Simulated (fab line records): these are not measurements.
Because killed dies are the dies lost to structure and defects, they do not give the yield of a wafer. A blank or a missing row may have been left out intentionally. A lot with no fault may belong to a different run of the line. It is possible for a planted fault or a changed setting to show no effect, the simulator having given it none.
The tool behind it: which one?	flow rit cmos	Sampling: 14 lots, 42 wafers, 2 of 202 route steps

## WHAT EACH GAUGE READ, for each wafer
Not one reading of a measure or inspect step in the record can be checked against a usual standard deviation.

## EACH LOT AND THE TOOL THAT RAN IT (in order: tool; ch and the chambers of the sampled wafers; start)
lot	RIT_GATE_SOFTBAKE_12	RIT_M1_PROBE_99
L257	litho track-03 ch 0, day 2 11:28	-
L258	litho track-03 ch 0, day 2 16:31	-
L259	litho track-04 ch 0, day 2 22:01	-
L260	litho track-04 ch 0, day 3 04:38	-
L261	litho track-01 ch 0, day 3 11:07	-
L263	litho track-03 ch 0, day 3 17:00	-
L264	litho track-04 ch 0, day 3 23:44	-
L269	litho track-01 ch 0, day 5 02:02	-
L271	litho track-04 ch 0, day 5 09:59	-
L272	litho track-04 ch 0, day 5 16:04	-
L276	litho track-03 ch 0, day 6 14:17	-
L277	litho track-01 ch 0, day 6 19:14	prober-01, day 7 17:55
L278	litho track-01 ch 0, day 7 00:26	-
L279	litho track-01 ch 0, day 7 05:10	-
- RIT_GATE_SOFTBAKE_12: time 60 s.
- RIT_M1_PROBE_99

## WHAT THE TOOLS THEMSELVES READ (means of the sampled wafers that have a number; where no wafer has one, the mark that the record gives instead)
RIT_GATE_SOFTBAKE_12.
lot	tool	exhaust pa (Pa)	heater power total W (W)	plate temp C (C)	resist line temp C (C)
L257	litho track-03	45.4	34.60	90.10	22.95
L258	litho track-03	45.4	34.53	90.08	23.16
L259	litho track-04	46.0	34.52	89.94	23.04
L260	litho track-04	44.8	34.54	90.11	22.93
L261	litho track-01	44.3	34.53	89.81	22.90
L263	litho track-03	44.5	34.54	89.91	23.00
L264	litho track-04	45.0	34.58	89.90	23.05
L269	litho track-01	44.7	34.53	89.91	23.01
L271	litho track-04	45.0	35.61	91.86	23.12
L272	litho track-04	45.8	35.61	91.91	23.15
L276	litho track-03	44.0	34.57	89.99	23.00
L277	litho track-01	45.9	34.54	89.95	23.04
L278	litho track-01	43.9	34.61	90.20	22.93
L279	litho track-01	45.1	34.57	90.01	23.09

RIT_M1_PROBE_99.
lot	tool	killed_at_M0_to_M3	killed at contacts	killed at front end	killed dies	killed open	killed short
L277	prober-01	0.0	0.0	8.3	8.3	5	3.7

## THE ANSWER, worked out from the rows above alone
Rule: what is usual is taken from the lots themselves. The widest of any qualifying gaps counts: lots, ordered by their means at a reading, are off when they make up no more than a third of the lots, leave a main group of 4 or more, and stand apart from it by 3 or more times the standard deviation of that group's means. A main group whose means are all the same, to the digits that the tables above print for the reading, isn't used. A lot without any number at a reading at which 4 lots or more have one is off too. All remaining lots with rows at the step are treated as sound. First the gauges in route order, then the tools' own readings, where a lot's mean is used as printed above. At the first step where some lot is off, the reading lying furthest off is the one used; lots without a number count as furthest.
Off: L271, L272 (RIT_GATE_SOFTBAKE_12, heater power total W). The main group: mean 34.55 W, standard deviation 0.029.
A tool fits if, at that step or a process step before it, it ran every lot that is off, and no sound lot after the first of them. One fits: litho track-04 at RIT_GATE_SOFTBAKE_12. A fault onset in the window from L264 (day 3 23:44, its last sound lot) to L271 (day 5 09:59, its first lot off) fits.
The tool's own readings at RIT_GATE_SOFTBAKE_12 bear it out: on the lots that are off they differ by more than 5 times the standard deviation of the sound lots' means. heater power total W reads 35.61 W there against 34.55 W on the sound lots; plate temp C reads 91.88 C there against 89.99 C on the sound lots.

## WHAT THE SIMULATOR PUT IN
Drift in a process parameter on litho track-04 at RIT_GATE_SOFTBAKE_12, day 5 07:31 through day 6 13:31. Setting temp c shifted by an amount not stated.
Shown lots that were struck: L271, L272. The rule given above showed the same thing.
